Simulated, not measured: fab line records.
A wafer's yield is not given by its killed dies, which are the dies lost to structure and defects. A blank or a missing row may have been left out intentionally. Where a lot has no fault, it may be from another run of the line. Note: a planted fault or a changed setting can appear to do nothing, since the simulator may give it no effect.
Lot-split experiment + flow rit-cmos + route with 202 steps; 5 lots, 23 wafers read

== SPLIT DETAILS ==
At RIT_ACTIVE_COAT_06 (resist thk 1000 nm), the setting spin-rpm was moved away from the recipe's 3250 rpm on 8 of the 23 wafers read, by -5.1% to +6.5%. The other wafers ran this setting at the recipe's value.

The reading comes from the split's own step.

== THE READING ==
NOVOLAK_of_ACTIVE_COAT_06.thk-nm (the simulator's own value, which no gauge read), in nm, at RIT_ACTIVE_COAT_06 (resist thk 1000 nm). There is no usual value for it anywhere in the file. Average 998.7 nm, standard deviation 1.5 nm, over the 15 wafers here run with the recipe.

| wafer  | tool, chamber at the split | spin-rpm as run, rpm | against the recipe | NOVOLAK_of_ACTIVE_COAT_06.thk-nm, nm | against lot-mates on the recipe |
|--------|----------------------------|----------------------|--------------------|--------------------------------------|---------------------------------|
| L075.1 | litho-track-04, 0          | 3460                 | +6.5%              | 965.5                                | -32.6                           |
| L075.2 | litho-track-04, 0          | 3460                 | +6.5%              | 968.3                                | -29.8                           |
| L075.3 | litho-track-04, 0          | 3250                 | recipe             | 999.3                                | -                               |
| L075.4 | litho-track-04, 0          | 3250                 | recipe             | 996.9                                | -                               |
| L075.6 | litho-track-04, 0          | 3460                 | +6.5%              | 967.2                                | -30.9                           |
| L076.2 | litho-track-04, 0          | 3250                 | recipe             | 996.9                                | -                               |
| L076.3 | litho-track-04, 0          | 3250                 | recipe             | 997.4                                | -                               |
| L076.4 | litho-track-04, 0          | 3250                 | recipe             | 995.8                                | -                               |
| L076.5 | litho-track-04, 0          | 3092                 | -4.9%              | 1022                                 | +25.3                           |
| L076.6 | litho-track-04, 0          | 3092                 | -4.9%              | 1025                                 | +28.3                           |
| L078.1 | litho-track-01, 0          | 3250                 | recipe             | 999.7                                | -                               |
| L078.2 | litho-track-01, 0          | 3250                 | recipe             | 1002                                 | -                               |
| L078.3 | litho-track-01, 0          | 3250                 | recipe             | 999.5                                | -                               |
| L078.4 | litho-track-01, 0          | 3250                 | recipe             | 1000                                 | -                               |
| L078.6 | litho-track-01, 0          | 3250                 | recipe             | 999.6                                | -                               |
| L083.1 | litho-track-04, 0          | 3083                 | -5.1%              | 1025                                 | +26.9                           |
| L083.4 | litho-track-04, 0          | 3083                 | -5.1%              | 1025                                 | +26.9                           |
| L083.6 | litho-track-04, 0          | 3083                 | -5.1%              | 1025                                 | +26.9                           |
| L083.3 | litho-track-04, 0          | 3250                 | recipe             | 998                                  | -                               |
| L083.5 | litho-track-04, 0          | 3250                 | recipe             | 998.3                                | -                               |
| L085.2 | litho-track-02, 0          | 3250                 | recipe             | 998.6                                | -                               |
| L085.5 | litho-track-02, 0          | 3250                 | recipe             | 999.8                                | -                               |
| L085.6 | litho-track-02, 0          | 3250                 | recipe             | 998.7                                | -                               |

FIT RESULTS
A straight line over all 23 wafers: NOVOLAK_of_ACTIVE_COAT_06.thk-nm changes by -5 nm for each +1% of spin-rpm; r = -1.00; the points scatter about the line by 1.4 nm.
The same after taking each lot's own level away (the mean of its wafers on the recipe; 23 wafers): -5.06 nm for each +1%; r = -1.00; scatter 1.2 nm.
That fit puts the effect of the largest move of spin-rpm on the reading at 33 nm.
Across the lots, their own levels run from 996.70 to 1000.16 nm, a range of 2.3 times the standard deviation given above.
So the lot-to-lot level changes the slope little: the two slopes agree.
Check: with one of the wafers moved furthest among these (+6.5%) left out of the fit, the line predicts -32.1 nm for it against its lot-mates. Against them it came out at -32.6 nm.

== THE FILE'S OWN FIT ==
NOVOLAK_of_ACTIVE_COAT_06.thk-nm changes by -5.11 nm for each +1% of spin-rpm, r = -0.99.
